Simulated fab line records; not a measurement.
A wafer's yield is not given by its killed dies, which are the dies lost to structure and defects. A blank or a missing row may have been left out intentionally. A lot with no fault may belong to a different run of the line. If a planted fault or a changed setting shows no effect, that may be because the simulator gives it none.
fab line records | flow berkeley-cmos170 | part 2 of 2: steps 29 to 39 of 39
[record] lots = 5 wafers = 15 last-day = 12
route steps=331 shown NLDD@168 SPACER@171 PSD@175 NSD@187 BACKSIDE@199 SDANNEAL@204
lots that met no fault: from a run of the same line without faults
start-h: the number of hours between the record's first day and the start of the first shown wafer of the lot | wait-h: time in hours since the lot's previous step | " as in the row above | L1.1+2: a row that stands for several wafers | - no value present, or no start provided | * or withheld: withheld | < > ~ a bound
route shown NAME@n: NAME is a module with steps in the file, n the number in the route of the first one | usual: mean/standard deviation of fault-free wafers | same: alike in all rows | chamber/n: place in a boat | sites: each site's reading | _std_site: how widely they spread, as a standard deviation | _edge_site: outer sites' mean less inner sites' | radius-mm: how far each site lies from the wafer's centre | mask NAME#n: copy n | behind: tool/chamber where the wafer was last shaped | hold: why the lot was held/for how many hours/how that ended | device: whichever transistor did not switch (one of n, p or np) | end of line: tests run on the same wafers once the route is complete | for a step that has no rows: nothing shown but its recipe | killed: count of dies lost to structure and defects at first sort (not the wafer's yield) | map: a wafer's dies, x killed, . not, _ none there
set.NAME: the setting the step ran with; set.NAME@STEP: the setting that earlier step ran with | model.NAME: the simulator's own value behind a step, which no gauge read
lots seen at some steps along the route; tables by step, rows by wafer
services: the hour from which a tool's chamber was out of use, counted from the record's first day as start-h (under 0 if before that day), plus the number of hours and why
[[steps]]
[step UCB170_NSD_STRIP_09]
[recipe] chemistry = O2 power-w = 400 pressure-mtorr = 3500 platen-temp-c = withheld o2-flow-sccm = 400 overash-fraction = 0.5
[usual] drypump-motor-current-A = 5.5/0.58 oes-product-au = 0.534/0.0043 strip-time-to-endpoint-s = 35.84/0.067
[same] overash-fraction = 0.5
// columns lot.wafer tool chamber start-h wait-h drypump-motor-current-A oes-product-au rf-hours-counter-h strip-time-to-endpoint-s
L079.3 plasma-asher-02 1 144.45 0.1 6.5 0.535 - 35.85
L079.4 " 0 " " 5.3 0.538 - 35.88
L079.5 " 0 " " 5.3 0.533 - 35.84
L081.2 plasma-asher-01 1 161.68 0.1 4.9 0.537 36 35.81
L081.3 " 1 " " 4.9 0.529 - 35.85
L081.5 " 1 " " 4.9 0.534 - 35.75
L092.1 plasma-asher-02 0 232.33 0.1 5.3 0.541 54 35.93
L092.2 " 1 " " 6.5 0.533 54 35.75
L092.5 " 1 " " 6.5 0.535 - 35.88
L094.3 plasma-asher-02 1 248.54 0.1 6.5 0.534 - 35.77
L094.5 " 0 " " 5.3 0.525 - 35.80
L094.6 " 1 " " 6.5 0.542 - 35.79
L093.1 plasma-asher-03 0 248.99 0.1 6.1 0.533 12 35.85
L093.3 " 1 " " 5.7 0.539 - 35.75
L093.5 " 0 " " 6.1 0.539 - 35.84
[step UCB170_NSD_TW_MEAS_10]
[usual] NSD_TW = 4206/31
// columns lot.wafer tool chamber start-h wait-h NSD_TW
L079.3 film-metro-02 - 144.53 0.1 4145
L079.4 " - " " 4136
L079.5 " - " " 4164
L081.2 film-metro-04 - 161.79 0.1 4182
L081.3 " - " " 4199
L081.5 " - " " 4216
L092.1 film-metro-03 - 232.43 0.1 4213
L092.2 " - " " 4222
L092.5 " - " " 4244
L094.3 film-metro-02 - 248.62 0.1 4151
L094.5 " - " " 4182
L094.6 " - " " 4154
L093.1 film-metro-04 - 249.09 0.1 4208
L093.3 " - " " 4234
L093.5 " - " " 4201
[step UCB170_NSD_CLEAN_11]
[recipe] chemistry = SPM temp-c = 120 time-s = 600
// columns lot.wafer tool chamber start-h wait-h
L079.3+4+5 wet-bench-01 2 144.65 0.1
L081.2+3+5 wet-bench-03 3 161.84 0.0
L092.1+2+5 wet-bench-03 0 232.49 0.1
L094.3+5+6 wet-bench-04 2 248.66 0.0
L093.1+3+5 wet-bench-04 2 249.15 0.1
[step UCB170_BACKSIDE_HMDS_00]
[recipe] prime-time-s = 60 prime-temp-c = 100
// columns lot.wafer tool chamber start-h wait-h
L079.3+4+5 litho-track-04 0 144.87 0.1
L081.2+3+5 litho-track-02 0 162.10 0.1
L092.1+2+5 litho-track-02 0 232.94 0.3
L094.3+5+6 litho-track-03 0 248.89 0.1
L093.1+3+5 litho-track-03 0 249.56 0.2
[step UCB170_BACKSIDE_COAT_01]
[recipe] resist = KrF spin-rpm = 1500 resist-thk-nm = 900
[usual] spin-speed-rpm = 1500.0/1
// columns lot.wafer tool chamber start-h wait-h spin-speed-rpm
L079.3 litho-track-04 0 145.02 0.1 1496.7
L079.4 " 0 " " 1501.0
L079.5 " 0 " " 1499.0
L081.2 litho-track-02 0 162.25 0.1 1501.4
L081.3 " 0 " " 1498.9
L081.5 " 0 " " 1500.6
L092.1 litho-track-02 0 233.09 0.1 1499.8
L092.2 " 0 " " 1500.9
L092.5 " 0 " " 1499.7
L094.3 litho-track-03 0 249.04 0.1 1500.1
L094.5 " 0 " " 1500.6
L094.6 " 0 " " 1501.6
L093.1 litho-track-03 0 249.71 0.1 1498.8
L093.3 " 0 " " 1499.5
L093.5 " 0 " " 1498.3
[step UCB170_BACKSIDE_SOFTBAKE_02]
[recipe] resist = KrF temp-c = 130 time-s = 60
// columns lot.wafer tool chamber start-h wait-h
L079.3+4+5 litho-track-04 0 145.17 0.1
L081.2+3+5 litho-track-02 0 162.40 0.1
L092.1+2+5 litho-track-02 0 233.24 0.1
L094.3+5+6 litho-track-03 0 249.19 0.1
L093.1+3+5 litho-track-03 0 249.86 0.1
[step UCB170_BACKSIDE_STRIP_03]
[recipe] chemistry = O2 power-w = 400 pressure-mtorr = 3500 platen-temp-c = withheld o2-flow-sccm = 400 overash-fraction = 0.5
[usual] drypump-motor-current-A = 5.6/0.58 oes-product-au = 0.734/0.0045 strip-time-to-endpoint-s = 22.00/0.065
[same] overash-fraction = 0.5
// columns lot.wafer tool chamber start-h wait-h drypump-motor-current-A oes-product-au rf-hours-counter-h strip-time-to-endpoint-s
L079.3 plasma-asher-01 0 145.30 0.1 5.1 0.731 - 21.96
L079.4 " 1 " " 4.9 0.728 - 22.02
L079.5 " 0 " " 5.1 0.735 - 22.01
L081.2 plasma-asher-04 0 162.52 0.1 5.0 0.731 47 21.99
L081.3 " 0 " " 5.0 0.736 - 21.99
L081.5 " 1 " " 6.3 0.739 - 22.02
L092.1 plasma-asher-04 1 233.39 0.1 6.4 0.733 53 22.05
L092.2 " 0 " " 5.0 0.735 53 22.01
L092.5 " 0 " " 5.0 0.737 - 22.00
L094.3 plasma-asher-04 1 249.32 0.1 6.3 0.733 - 21.88
L094.5 " 0 " " 5.0 0.742 - 21.86
L094.6 " 1 " " 6.3 0.725 - 21.92
L093.1 plasma-asher-04 1 250.01 0.1 6.3 0.734 55 22.02
L093.3 " 0 " " 5.0 0.739 - 22.02
L093.5 " 1 " " 6.3 0.724 - 21.98
[step UCB170_BACKSIDE_CLEAN_04]
[recipe] chemistry = SPM temp-c = 120 time-s = 600
// columns lot.wafer tool chamber start-h wait-h
L079.3+4+5 wet-bench-02 2 145.37 0.0
L081.2+3+5 wet-bench-03 1 162.62 0.1
L092.1+2+5 wet-bench-02 0 233.49 0.1
L094.3+5+6 wet-bench-02 3 249.39 0.0
L093.1+3+5 wet-bench-04 2 250.11 0.1
[step UCB170_SDANNEAL_RTA_00]
[recipe] temp-c = 900 time-s = 10 ambient = N2
[usual] lamp-power-pct = 24.0/1.1 wafer_temp_C_max = 903.3/0.93
// columns lot.wafer tool chamber start-h wait-h lamp-power-pct wafer_temp_C_max
L079.3 rtp-anneal-02 0 145.57 0.0 25.1 903.5
L079.4 " 0 " " 25.1 902.3
L079.5 " 0 " " 25.1 902.3
L081.2 rtp-anneal-01 0 162.81 0.0 22.9 905.4
L081.3 " 0 " " 22.9 903.5
L081.5 " 0 " " 22.9 903.8
L092.1 rtp-anneal-02 0 233.67 0.0 25.1 902.4
L092.2 " 0 " " 25.1 902.8
L092.5 " 0 " " 25.1 903.3
L094.3 rtp-anneal-01 0 249.59 0.0 22.9 901.9
L094.5 " 0 " " 22.9 904.3
L094.6 " 0 " " 22.9 904.6
L093.1 rtp-anneal-01 0 250.29 0.0 22.9 903.2
L093.3 " 0 " " 22.9 904.0
L093.5 " 0 " " 22.9 902.3
[step UCB170_SDANNEAL_RTA_01]
[recipe] temp-c = 1050 time-s = 5 ambient = N2
[usual] lamp-power-pct = 37.1/1.7 wafer_temp_C_max = 1053.8/1
// columns lot.wafer tool chamber start-h wait-h lamp-power-pct wafer_temp_C_max
L079.3 rtp-anneal-02 0 145.63 0.1 38.7 1052.9
L079.4 " 0 " " 38.8 1052.7
L079.5 " 0 " " 38.7 1051.9
L081.2 rtp-anneal-01 0 162.87 0.1 35.4 1055.2
L081.3 " 0 " " 35.4 1054.2
L081.5 " 0 " " 35.4 1053.7
L092.1 rtp-anneal-02 0 233.74 0.1 38.7 1053.1
L092.2 " 0 " " 38.8 1053.1
L092.5 " 0 " " 38.7 1053.0
L094.3 rtp-anneal-01 0 249.65 0.1 35.4 1053.3
L094.5 " 0 " " 35.4 1055.4
L094.6 " 0 " " 35.4 1054.3
L093.1 rtp-anneal-01 0 250.36 0.1 35.4 1054.7
L093.3 " 0 " " 35.4 1053.8
L093.5 " 0 " " 35.4 1055.6
[step UCB170_SDANNEAL_RS_MEAS_02]
[recipe] thk-meas-gauge = four-point-probe
[usual] PSD_RS = 75.4/0.32
// columns lot.wafer tool chamber start-h wait-h PSD_RS[ohm/sq]
L079.3 film-metro-04 - 145.71 0.1 75.5
L079.4 " - " " 75.3
L079.5 " - " " 75.3
L081.2 film-metro-02 - 162.94 0.1 75.2
L081.3 " - " " 75.2
L081.5 " - " " 75.4
L092.1 film-metro-02 - 233.79 0.0 75.6
L092.2 " - " " 75.5
L092.5 " - " " 75.7
L094.3 film-metro-02 - 249.73 0.1 75.5
L094.5 " - " " 75.3
L094.6 " - " " 75.2
L093.1 film-metro-03 - 250.41 0.0 75.0
L093.3 " - " " 75.2
L093.5 " - " " 74.9
[[services]]
// columns tool chamber start-h hours kind
pecvd-01 - 116.73 6.5 repair
furnace-02 - 119.04 3.0 pm
implanter-02 - 123.18 12.3 pm
implanter-04 - 124.68 2.3 repair
rie-diel-04 - 127.01 4.9 repair
krf-scanner-02 - 133.09 1.3 pm
pecvd-01 - 135.50 14.0 pm
implanter-02 - 146.37 7.8 repair
krf-scanner-01 - 146.49 1.0 pm
rtp-anneal-02 - 166.72 3.9 pm
krf-scanner-01 - 167.05 1.3 repair
rie-diel-02 0 179.99 4.9 repair
rie-diel-02 2 188.83 4.5 repair
furnace-02 - 191.58 2.9 pm
plasma-asher-04 - 203.48 2.8 pm
krf-scanner-02 - 206.05 1.0 pm
plasma-asher-04 - 212.69 0.3 repair
implanter-04 - 215.51 1.2 repair
krf-scanner-02 - 227.35 2.8 repair
implanter-04 - 228.94 0.6 repair
implanter-02 - 235.42 4.2 pm
rie-diel-02 - 244.40 0.3 repair
krf-scanner-02 - 246.60 0.8 pm
krf-scanner-02 - 250.32 4.4 pm
